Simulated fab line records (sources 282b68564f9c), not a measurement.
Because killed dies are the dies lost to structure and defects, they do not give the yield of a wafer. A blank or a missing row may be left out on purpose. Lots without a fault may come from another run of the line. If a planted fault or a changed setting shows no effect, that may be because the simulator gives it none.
fab line records / flow ritCmos
[record] lots = 6 wafers = 18 lastDay = 7
route steps=202 shown PSD@144 SDANNEAL@153 M1@202
lots untouched by any fault: they come from a run of this same line in which no faults occurred
startH: hours from the record's opening day to when the first of the lot's shown wafers began / waitH: hours from the lot's prior step to this one / " unchanged from the row above / L1.1+2: several wafers, shown together as one row / - either no value or no given start / * or withheld: withheld / < > ~ a bound
route shown NAME@n: a module of which the file shows steps, and the number in the route of the first / usual: average and standard deviation across the fault-free wafers / same: alike in all rows / chamber/n: place in a boat / sites: the reading at each site / _std_site: the values' standard deviation / _edge_site: mean of outer sites minus mean of inner sites / radiusMm: how far each site lies from the wafer's centre / mask NAME#n: copy n / behind: tool/chamber where the wafer was last shaped / hold: the reason the lot was held/the length of the hold in hours/how it ended / device: which transistor (n, p or np) failed to switch / end of line: the same wafers' tests at the end of the route / a step with no rows: only its recipe / killed: dies lost to structure and defects at the first sort, not the wafer's yield / map: a wafer's dies, marking killed ones x, the rest . and places with no die _
set.NAME: setting as actually run; set.NAME@STEP: the setting as run at that earlier step / model.NAME: the simulator's own value behind a step, which no gauge read
a table for each step, a row for each wafer; lots at some steps of the route
services: the hour from which a tool's chamber was out of use, counted from the record's first day as startH (under 0 if before that day), plus the number of hours and why
[[steps]]
[step RIT_PSD_SOFTBAKE_02]
[recipe] resist = NOVOLAK tempC = 90 timeS = 60
[step RIT_PSD_EXPOSE_03]
[recipe] maskId = M10 na = 0.57 targetCdNm = 40900 doseMj = 250
[step RIT_PSD_PEB_04]
[recipe] resist = NOVOLAK tempC = withheld timeS = withheld
[step RIT_PSD_DEVELOP_05]
[recipe] resist = NOVOLAK developTimeS = 50 devTempC = 23
[step RIT_PSD_OVL_MEAS_06]
[usual] PSD_OVL = 0.1/1.5
lot.wafer=L295.1 tool=overlay-01 chamber=- startH=61.59 waitH=- PSD_OVL[nm]=1.4
lot.wafer=L295.3 tool=overlay-01 chamber=- startH=61.59 waitH=- PSD_OVL[nm]=0.9
lot.wafer=L295.5 tool=overlay-01 chamber=- startH=61.59 waitH=- PSD_OVL[nm]=1.8
lot.wafer=L297.3 tool=overlay-01 chamber=- startH=70.95 waitH=- PSD_OVL[nm]=2.7
lot.wafer=L297.4 tool=overlay-01 chamber=- startH=70.95 waitH=- PSD_OVL[nm]=2.0
lot.wafer=L297.5 tool=overlay-01 chamber=- startH=70.95 waitH=- PSD_OVL[nm]=1.1
lot.wafer=L303.2 tool=overlay-01 chamber=- startH=104.54 waitH=- PSD_OVL[nm]=1.7
lot.wafer=L303.3 tool=overlay-01 chamber=- startH=104.54 waitH=- PSD_OVL[nm]=0.3
lot.wafer=L303.4 tool=overlay-01 chamber=- startH=104.54 waitH=- PSD_OVL[nm]=-2.3
lot.wafer=L304.1 tool=overlay-01 chamber=- startH=106.74 waitH=- PSD_OVL[nm]=0.3
lot.wafer=L304.5 tool=overlay-01 chamber=- startH=106.74 waitH=- PSD_OVL[nm]=0.8
lot.wafer=L304.6 tool=overlay-01 chamber=- startH=106.74 waitH=- PSD_OVL[nm]=1.0
lot.wafer=L307.2 tool=overlay-01 chamber=- startH=123.90 waitH=- PSD_OVL[nm]=-1.6
lot.wafer=L307.4 tool=overlay-01 chamber=- startH=123.90 waitH=- PSD_OVL[nm]=0.6
lot.wafer=L307.5 tool=overlay-01 chamber=- startH=123.90 waitH=- PSD_OVL[nm]=1.0
lot.wafer=L316.1 tool=overlay-01 chamber=- startH=169.06 waitH=- PSD_OVL[nm]=0.9
lot.wafer=L316.2 tool=overlay-01 chamber=- startH=169.06 waitH=- PSD_OVL[nm]=0.4
lot.wafer=L316.6 tool=overlay-01 chamber=- startH=169.06 waitH=- PSD_OVL[nm]=0.5
[step RIT_PSD_HARDBAKE_07]
[recipe] resist = NOVOLAK tempC = 140 timeS = 60
[step RIT_PSD_IMPLANT_08]
[recipe] species = BF2 energyKev = 27 doseCm2 = 5e+15 tiltDeg = 7
[step RIT_PSD_STRIP_09]
[recipe] chemistry = O2 timeS = 180 resist = NOVOLAK platenTempC = withheld powerW = 500 pressureMtorr = 4000 o2FlowSccm = 4000
[usual] drypumpMotorCurrentA = 5.63/0.19
[same] timeS = 180
lot.wafer=L295.1 tool=plasmaAsher-04 chamber=0 startH=61.93 waitH=0.1 drypumpMotorCurrentA=5.62 rfHoursCounterH=41
lot.wafer=L295.3 tool=plasmaAsher-04 chamber=1 startH=61.93 waitH=0.1 drypumpMotorCurrentA=5.30 rfHoursCounterH=-
lot.wafer=L295.5 tool=plasmaAsher-04 chamber=0 startH=61.93 waitH=0.1 drypumpMotorCurrentA=5.63 rfHoursCounterH=-
lot.wafer=L297.3 tool=plasmaAsher-01 chamber=1 startH=71.33 waitH=0.1 drypumpMotorCurrentA=5.69 rfHoursCounterH=-
lot.wafer=L297.4 tool=plasmaAsher-01 chamber=0 startH=71.33 waitH=0.1 drypumpMotorCurrentA=5.71 rfHoursCounterH=-
lot.wafer=L297.5 tool=plasmaAsher-01 chamber=0 startH=71.33 waitH=0.1 drypumpMotorCurrentA=5.72 rfHoursCounterH=-
lot.wafer=L303.2 tool=plasmaAsher-03 chamber=1 startH=104.87 waitH=0.1 drypumpMotorCurrentA=5.68 rfHoursCounterH=46
lot.wafer=L303.3 tool=plasmaAsher-03 chamber=1 startH=104.87 waitH=0.1 drypumpMotorCurrentA=5.63 rfHoursCounterH=-
lot.wafer=L303.4 tool=plasmaAsher-03 chamber=0 startH=104.87 waitH=0.1 drypumpMotorCurrentA=5.90 rfHoursCounterH=-
lot.wafer=L304.1 tool=plasmaAsher-01 chamber=1 startH=107.26 waitH=0.1 drypumpMotorCurrentA=5.66 rfHoursCounterH=45
lot.wafer=L304.5 tool=plasmaAsher-01 chamber=0 startH=107.26 waitH=0.1 drypumpMotorCurrentA=5.70 rfHoursCounterH=-
lot.wafer=L304.6 tool=plasmaAsher-01 chamber=1 startH=107.26 waitH=0.1 drypumpMotorCurrentA=5.66 rfHoursCounterH=-
lot.wafer=L307.2 tool=plasmaAsher-01 chamber=0 startH=124.40 waitH=0.1 drypumpMotorCurrentA=5.72 rfHoursCounterH=1
lot.wafer=L307.4 tool=plasmaAsher-01 chamber=0 startH=124.40 waitH=0.1 drypumpMotorCurrentA=5.73 rfHoursCounterH=-
lot.wafer=L307.5 tool=plasmaAsher-01 chamber=0 startH=124.40 waitH=0.1 drypumpMotorCurrentA=5.72 rfHoursCounterH=-
lot.wafer=L316.1 tool=plasmaAsher-04 chamber=1 startH=169.40 waitH=0.1 drypumpMotorCurrentA=5.30 rfHoursCounterH=52
lot.wafer=L316.2 tool=plasmaAsher-04 chamber=0 startH=169.40 waitH=0.1 drypumpMotorCurrentA=5.64 rfHoursCounterH=52
lot.wafer=L316.6 tool=plasmaAsher-04 chamber=1 startH=169.40 waitH=0.1 drypumpMotorCurrentA=5.26 rfHoursCounterH=-
[step RIT_PSD_TW_MEAS_10]
[usual] PSD_TW = 3413/22
lot.wafer=L295.1 tool=filmMetro-03 chamber=- startH=62.10 waitH=0.1 PSD_TW=3407
lot.wafer=L295.3 tool=filmMetro-03 chamber=- startH=62.10 waitH=0.1 PSD_TW=3415
lot.wafer=L295.5 tool=filmMetro-03 chamber=- startH=62.10 waitH=0.1 PSD_TW=3418
lot.wafer=L297.3 tool=filmMetro-02 chamber=- startH=71.47 waitH=0.1 PSD_TW=3415
lot.wafer=L297.4 tool=filmMetro-02 chamber=- startH=71.47 waitH=0.1 PSD_TW=3397
lot.wafer=L297.5 tool=filmMetro-02 chamber=- startH=71.47 waitH=0.1 PSD_TW=3402
lot.wafer=L303.2 tool=filmMetro-04 chamber=- startH=105.05 waitH=0.1 PSD_TW=3380
lot.wafer=L303.3 tool=filmMetro-04 chamber=- startH=105.05 waitH=0.1 PSD_TW=3394
lot.wafer=L303.4 tool=filmMetro-04 chamber=- startH=105.05 waitH=0.1 PSD_TW=3383
lot.wafer=L304.1 tool=filmMetro-03 chamber=- startH=107.43 waitH=0.1 PSD_TW=3421
lot.wafer=L304.5 tool=filmMetro-03 chamber=- startH=107.43 waitH=0.1 PSD_TW=3426
lot.wafer=L304.6 tool=filmMetro-03 chamber=- startH=107.43 waitH=0.1 PSD_TW=3405
lot.wafer=L307.2 tool=filmMetro-04 chamber=- startH=124.59 waitH=0.1 PSD_TW=3438
lot.wafer=L307.4 tool=filmMetro-04 chamber=- startH=124.59 waitH=0.1 PSD_TW=3422
lot.wafer=L307.5 tool=filmMetro-04 chamber=- startH=124.59 waitH=0.1 PSD_TW=3412
lot.wafer=L316.1 tool=filmMetro-03 chamber=- startH=169.58 waitH=0.1 PSD_TW=3450
lot.wafer=L316.2 tool=filmMetro-03 chamber=- startH=169.58 waitH=0.1 PSD_TW=3427
lot.wafer=L316.6 tool=filmMetro-03 chamber=- startH=169.58 waitH=0.1 PSD_TW=3406
[step RIT_SDANNEAL_CLEAN_00]
[recipe] chemistry = SC1 mix = 3:3:50 timeS = 608.5 tempC = 75
[step RIT_SDANNEAL_CLEAN_01]
[recipe] chemistry = dHF dilution = 50:1 timeS = 30
[step RIT_SDANNEAL_CLEAN_02]
[recipe] chemistry = SC2 mix = 3:3:50 timeS = 600 tempC = 75 dry = n2Spin
[step RIT_SDANNEAL_RTA_03]
[recipe] tempC = 1050 timeS = 5 idleTempC = 600 rampUpCPerS = 342 rampDownCPerS = 171 coolToC = 600 ambient = N2
[usual] wafer_temp_C_max = 1053.5/1.2
[same] timeS = 5
lot.wafer=L295.1 tool=rtpAnneal-02 chamber=0 startH=62.55 waitH=0.0 wafer_temp_C_max=1051.3
lot.wafer=L295.3 tool=rtpAnneal-02 chamber=0 startH=62.55 waitH=0.0 wafer_temp_C_max=1055.5
lot.wafer=L295.5 tool=rtpAnneal-02 chamber=0 startH=62.55 waitH=0.0 wafer_temp_C_max=1052.4
lot.wafer=L297.3 tool=rtpAnneal-02 chamber=0 startH=71.93 waitH=0.0 wafer_temp_C_max=1053.2
lot.wafer=L297.4 tool=rtpAnneal-02 chamber=0 startH=71.93 waitH=0.0 wafer_temp_C_max=1053.0
lot.wafer=L297.5 tool=rtpAnneal-02 chamber=0 startH=71.93 waitH=0.0 wafer_temp_C_max=1052.0
lot.wafer=L303.2 tool=rtpAnneal-02 chamber=0 startH=105.48 waitH=0.0 wafer_temp_C_max=1055.0
lot.wafer=L303.3 tool=rtpAnneal-02 chamber=0 startH=105.48 waitH=0.0 wafer_temp_C_max=1053.9
lot.wafer=L303.4 tool=rtpAnneal-02 chamber=0 startH=105.48 waitH=0.0 wafer_temp_C_max=1053.5
lot.wafer=L303.2 tool=rtpAnneal-02 chamber=0 startH=105.70 waitH=0.2 wafer_temp_C_max=1052.3
lot.wafer=L303.3 tool=rtpAnneal-02 chamber=0 startH=105.70 waitH=0.2 wafer_temp_C_max=1055.5
lot.wafer=L303.4 tool=rtpAnneal-02 chamber=0 startH=105.70 waitH=0.2 wafer_temp_C_max=1052.5
lot.wafer=L304.1 tool=rtpAnneal-01 chamber=0 startH=107.90 waitH=0.0 wafer_temp_C_max=1053.1
lot.wafer=L304.5 tool=rtpAnneal-01 chamber=0 startH=107.90 waitH=0.0 wafer_temp_C_max=1052.2
lot.wafer=L304.6 tool=rtpAnneal-01 chamber=0 startH=107.90 waitH=0.0 wafer_temp_C_max=1052.2
lot.wafer=L307.2 tool=rtpAnneal-02 chamber=0 startH=125.05 waitH=0.0 wafer_temp_C_max=1052.8
lot.wafer=L307.4 tool=rtpAnneal-02 chamber=0 startH=125.05 waitH=0.0 wafer_temp_C_max=1051.4
lot.wafer=L307.5 tool=rtpAnneal-02 chamber=0 startH=125.05 waitH=0.0 wafer_temp_C_max=1051.9
lot.wafer=L307.2 tool=rtpAnneal-02 chamber=0 startH=125.27 waitH=0.2 wafer_temp_C_max=1055.5
lot.wafer=L307.4 tool=rtpAnneal-02 chamber=0 startH=125.27 waitH=0.2 wafer_temp_C_max=1053.9
lot.wafer=L307.5 tool=rtpAnneal-02 chamber=0 startH=125.27 waitH=0.2 wafer_temp_C_max=1052.4
lot.wafer=L316.1 tool=rtpAnneal-01 chamber=0 startH=170.00 waitH=0.0 wafer_temp_C_max=1054.4
lot.wafer=L316.2 tool=rtpAnneal-01 chamber=0 startH=170.00 waitH=0.0 wafer_temp_C_max=1051.8
lot.wafer=L316.6 tool=rtpAnneal-01 chamber=0 startH=170.00 waitH=0.0 wafer_temp_C_max=1053.8
[step RIT_SDANNEAL_RS_MEAS_04]
[recipe] thkMeasGauge = four-point-probe
[usual] PSD_RS = 116.0/0.36
lot.wafer=L295.1 tool=filmMetro-02 chamber=- startH=62.60 waitH=0.0 PSD_RS[ohm/sq]=115.9
lot.wafer=L295.3 tool=filmMetro-02 chamber=- startH=62.60 waitH=0.0 PSD_RS[ohm/sq]=116.4
lot.wafer=L295.5 tool=filmMetro-02 chamber=- startH=62.60 waitH=0.0 PSD_RS[ohm/sq]=116.1
lot.wafer=L297.3 tool=filmMetro-02 chamber=- startH=72.01 waitH=0.1 PSD_RS[ohm/sq]=116.2
lot.wafer=L297.4 tool=filmMetro-02 chamber=- startH=72.01 waitH=0.1 PSD_RS[ohm/sq]=115.8
lot.wafer=L297.5 tool=filmMetro-02 chamber=- startH=72.01 waitH=0.1 PSD_RS[ohm/sq]=115.7
lot.wafer=L303.2 tool=filmMetro-03 chamber=- startH=105.77 waitH=0.1 PSD_RS[ohm/sq]=115.8
lot.wafer=L303.3 tool=filmMetro-03 chamber=- startH=105.77 waitH=0.1 PSD_RS[ohm/sq]=115.9
lot.wafer=L303.4 tool=filmMetro-03 chamber=- startH=105.77 waitH=0.1 PSD_RS[ohm/sq]=115.9
lot.wafer=L304.1 tool=filmMetro-04 chamber=- startH=107.96 waitH=0.0 PSD_RS[ohm/sq]=115.9
lot.wafer=L304.5 tool=filmMetro-04 chamber=- startH=107.96 waitH=0.0 PSD_RS[ohm/sq]=115.5
lot.wafer=L304.6 tool=filmMetro-04 chamber=- startH=107.96 waitH=0.0 PSD_RS[ohm/sq]=115.7
lot.wafer=L307.2 tool=filmMetro-04 chamber=- startH=125.34 waitH=0.1 PSD_RS[ohm/sq]=115.7
lot.wafer=L307.4 tool=filmMetro-04 chamber=- startH=125.34 waitH=0.1 PSD_RS[ohm/sq]=115.4
lot.wafer=L307.5 tool=filmMetro-04 chamber=- startH=125.34 waitH=0.1 PSD_RS[ohm/sq]=115.6
lot.wafer=L316.1 tool=filmMetro-04 chamber=- startH=170.06 waitH=0.0 PSD_RS[ohm/sq]=115.7
lot.wafer=L316.2 tool=filmMetro-04 chamber=- startH=170.06 waitH=0.0 PSD_RS[ohm/sq]=115.8
lot.wafer=L316.6 tool=filmMetro-04 chamber=- startH=170.06 waitH=0.0 PSD_RS[ohm/sq]=115.8
[step RIT_M1_PROBE_99]
[usual] killedAtFrontEnd = 6.9/2.9 killedDies = 7.0/2.9 killedOpen = 3.4/2.1 killedShort = 3.5/1.8
[same] grossDies = 264 killed_at_M0_to_M3 = 0 killed_at_M4_up = 0 killedAtBackSide = 0 killedAtContacts = 0 killedAtOther = 0
lot.wafer=L295.1 tool=prober-01 chamber=- startH=70.12 waitH=0.1 killedAtFrontEnd=4 killedDies=4 killedOpen=3 killedShort=1
lot.wafer=L295.3 tool=prober-01 chamber=- startH=70.22 waitH=0.2 killedAtFrontEnd=5 killedDies=5 killedOpen=3 killedShort=2
lot.wafer=L295.5 tool=prober-01 chamber=- startH=70.32 waitH=0.2 killedAtFrontEnd=10 killedDies=10 killedOpen=3 killedShort=7
lot.wafer=L303.2 tool=prober-01 chamber=- startH=113.04 waitH=0.1 killedAtFrontEnd=6 killedDies=6 killedOpen=3 killedShort=3
lot.wafer=L303.3 tool=prober-01 chamber=- startH=113.09 waitH=0.2 killedAtFrontEnd=8 killedDies=8 killedOpen=7 killedShort=1
lot.wafer=L303.4 tool=prober-01 chamber=- startH=113.14 waitH=0.2 killedAtFrontEnd=8 killedDies=8 killedOpen=3 killedShort=5
lot.wafer=L304.1 tool=prober-02 chamber=- startH=115.21 waitH=0.1 killedAtFrontEnd=4 killedDies=4 killedOpen=1 killedShort=3
lot.wafer=L304.5 tool=prober-02 chamber=- startH=115.41 waitH=0.2 killedAtFrontEnd=3 killedDies=3 killedOpen=1 killedShort=2
lot.wafer=L304.6 tool=prober-02 chamber=- startH=115.46 waitH=0.2 killedAtFrontEnd=1 killedDies=1 killedOpen=0 killedShort=1
lot.wafer=L307.2 tool=prober-01 chamber=- startH=133.27 waitH=0.1 killedAtFrontEnd=6 killedDies=6 killedOpen=2 killedShort=4
lot.wafer=L307.4 tool=prober-01 chamber=- startH=133.37 waitH=0.2 killedAtFrontEnd=12 killedDies=12 killedOpen=2 killedShort=10
lot.wafer=L307.5 tool=prober-01 chamber=- startH=133.42 waitH=0.2 killedAtFrontEnd=6 killedDies=6 killedOpen=2 killedShort=4
lot.wafer=L316.1 tool=prober-02 chamber=- startH=177.44 waitH=0.1 killedAtFrontEnd=1 killedDies=1 killedOpen=0 killedShort=1
lot.wafer=L316.2 tool=prober-02 chamber=- startH=177.49 waitH=0.1 killedAtFrontEnd=2 killedDies=2 killedOpen=1 killedShort=1
lot.wafer=L316.6 tool=prober-02 chamber=- startH=177.69 waitH=0.2 killedAtFrontEnd=3 killedDies=3 killedOpen=1 killedShort=2
// killed by level:class
L295.1 FOX2:geometricParticle:open=1 GATE:geometricParticle:open=1 REOX:geometricParticle:short=1 SPACER:geometricParticle:open=1
L295.3 FOX2:geometricParticle:open=1 FOX2:geometricParticle:short=1 GATE:geometricParticle:open=1 GATE:geometricParticle:short=1 SPACER:geometricParticle:open=1
L295.5 SPACER:geometricParticle:short=3 GATE:geometricParticle:open=2 GATE:geometricParticle:short=2 REOX:geometricParticle:short=1 SPACER:geometricParticle:open=1 SILICIDE:geometricParticle:short=1
L303.2 GATE:geometricParticle:short=2 FOX1:geometricParticle:open=1 FOX2:geometricParticle:open=1 GATE:geometricParticle:open=1 SILICIDE:geometricParticle:short=1
L303.3 GATE:geometricParticle:open=4 REOX:geometricParticle:open=1 SPACER:geometricParticle:open=1 SILICIDE:geometricParticle:short=1 SILICIDE:geometricParticle:open=1
L303.4 GATE:geometricParticle:short=3 GATE:geometricParticle:open=1 REOX:geometricParticle:open=1 REOX:geometricParticle:short=1 SPACER:geometricParticle:short=1 SPACER:geometricParticle:open=1
L304.1 GATE:geometricParticle:short=1 GATE:geometricParticle:open=1 REOX:geometricParticle:short=1 SPACER:geometricParticle:short=1
L304.5 REOX:geometricParticle:short=1 SPACER:geometricParticle:short=1 SILICIDE:geometricParticle:open=1
L304.6 REOX:geometricParticle:short=1
L307.2 GATE:geometricParticle:short=2 SPACER:geometricParticle:short=2 REOX:geometricParticle:open=1 SILICIDE:geometricParticle:open=1
L307.4 GATE:geometricParticle:short=6 FOX2:geometricParticle:short=2 SPACER:geometricParticle:open=2 FOX1:geometricParticle:short=1 SPACER:geometricParticle:short=1
L307.5 GATE:geometricParticle:short=1 REOX:geometricParticle:short=1 SPACER:geometricParticle:open=1 SPACER:geometricParticle:short=1 SILICIDE:geometricParticle:short=1 SILICIDE:geometricParticle:open=1
L316.1 GATE:geometricParticle:short=1
L316.2 FOX2:geometricParticle:short=1 GATE:geometricParticle:open=1
L316.6 GATE:geometricParticle:open=1 GATE:geometricParticle:short=1 REOX:geometricParticle:short=1
[[services]]
tool=plasmaAsher-01 chamber=- startH=108.75 hours=9.0 kind=pm
tool=plasmaAsher-01 chamber=0 startH=108.75 hours=9.0 kind=ventCycle
tool=plasmaAsher-01 chamber=1 startH=108.75 hours=9.0 kind=ventCycle
tool=plasmaAsher-01 chamber=0 startH=117.75 hours=- kind=clean
tool=plasmaAsher-01 chamber=1 startH=117.75 hours=- kind=clean
tool=plasmaAsher-04 chamber=- startH=143.32 hours=2.8 kind=pm
tool=plasmaAsher-03 chamber=- startH=167.92 hours=2.8 kind=pm
[[key]]
[firstSign] step = RIT_SDANNEAL_RTA_03 reading = visit direction = added
effect none on later readings
metAt RIT_SDANNEAL_RTA_03
struckWafers L303.2,L303.3,L303.4,L307.2,L307.4,L307.5
testerLeftOut L303,L307
[fault] kind = repeatedStepWhole tool = rtpAnneal-01,rtpAnneal-02 chamber = - onsetH = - steps = RIT_SDANNEAL_RTA_03 times = 1 scope = struckLotsOnly
// testerLeftOut: of these lots the tester's yield and bins aren't shown, on N5 and GAA mostly nor the transistor test; their killed dies are dies lost to structure and defects alone, not to doping, threshold or leakage, so they don't give the yield
